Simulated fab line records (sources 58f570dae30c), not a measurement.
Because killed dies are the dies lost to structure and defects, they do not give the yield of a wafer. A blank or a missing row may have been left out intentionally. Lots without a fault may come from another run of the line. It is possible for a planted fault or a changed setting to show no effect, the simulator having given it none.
8D (eight disciplines) problem report, filled in by code -- flow berkeleyCmos170 -- the parts of the form that need people (team, actions taken, sign-off) are left out

## 1. THE PROBLEM
ACTIVE_OXIDE_THK at UCB170_ACTIVE_THK_MEAS_03 reads a mean of 32.5 nm on 6 wafers of 2 lots; wafers without a fault read 26.4 nm with a standard deviation of 0.48. Measured from the usual mean, that is +13 standard deviations.
First seen on wafer L238.1, day 7 05:58, on filmMetro-01. Wafers with a number at this step in the record: 42, from 14 lots. Rule for "out" (also "out of limits"): further than 4 standard deviations from the usual mean. The rest of the wafers with a number are treated as sound.

## 2. WHAT THIS IS AND IS NOT
question,is,is not
which readings at this step,ACTIVE_OXIDE_THK,-
which lots,"L238, L239","L226, L227, L229, L230, L232, L233, L240, L242, L243, L244, L245, L246"
which wafers of those lots,all that have a number,-
read on which gauges,"filmMetro-01, filmMetro-04",filmMetro-03
when,from day 7 05:58,"up to then (21 sound wafers); but 15 sound wafers of L242, L243, L244, L245, L246 came after"

## 3. SUSPECTS, AND WHAT RULES EACH OUT
Counting: a tool stays on the suspect list if, at a process step up to the reading, it processed all lots that are out and no sound lot following the first of them.
- the gauge at UCB170_ACTIVE_THK_MEAS_03 is ruled out. The wafers that are out were read on 2 gauges (filmMetro-01, filmMetro-04).
- furnace-01 at UCB170_ACTIVE_OXIDATION_02 (target thk 26.4 nm, ox time 1260 s): kept. All lots that are out passed through it, beginning with L238 at day 7 04:37, and no sound lot followed; its final sound lot before that point was L233 at day 5 21:08.
Left after counting: furnace-01 at UCB170_ACTIVE_OXIDATION_02.

## 4. THE CAUSE (what the simulator had put in)
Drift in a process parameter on furnace-01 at UCB170_ACTIVE_OXIDATION_02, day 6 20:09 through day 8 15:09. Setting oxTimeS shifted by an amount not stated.
The count eliminated every tool but this one.

## 5. THE EFFECT CHAIN, in route order
Rows list readings where the struck wafers' mean (over those with a number) sits beyond 3 standard deviations from the usual. Only readings for which the record gives a usual standard deviation are gone through. hours: the time from each lot's start at the first step in this table that gives one to its start at this step, as a median over the lots. sigmas: the change in usual standard deviations.
hours,step,reading,usual,on struck wafers,change,sigmas
0,UCB170_ACTIVE_THK_MEAS_03,ACTIVE_OXIDE_THK,26.4 nm,32.5,+6.1,+13
Later steps that measure or inspect, where all struck wafers having a row at the step show a number for every such reading and not one has moved that far: UCB170_ACTIVE_OVL_MEAS_14.

## 6. HOW IT WOULD HAVE BEEN CAUGHT EARLIER
The first out-of-limits reading at a measuring or inspecting step in this record came at day 7 05:58, 10 hours after the fault's start at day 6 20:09.
An alarm limit of 4 standard deviations would not have fired on the tool readings at UCB170_ACTIVE_OXIDATION_02 for which the record gives a usual standard deviation, since none of them was out on any struck wafer.
Each of the lots that are out, 2 in all, had begun UCB170_ACTIVE_OXIDATION_02 on furnace-01 no later than day 7 05:58. A hold on the tool at that time would have spared none of them.
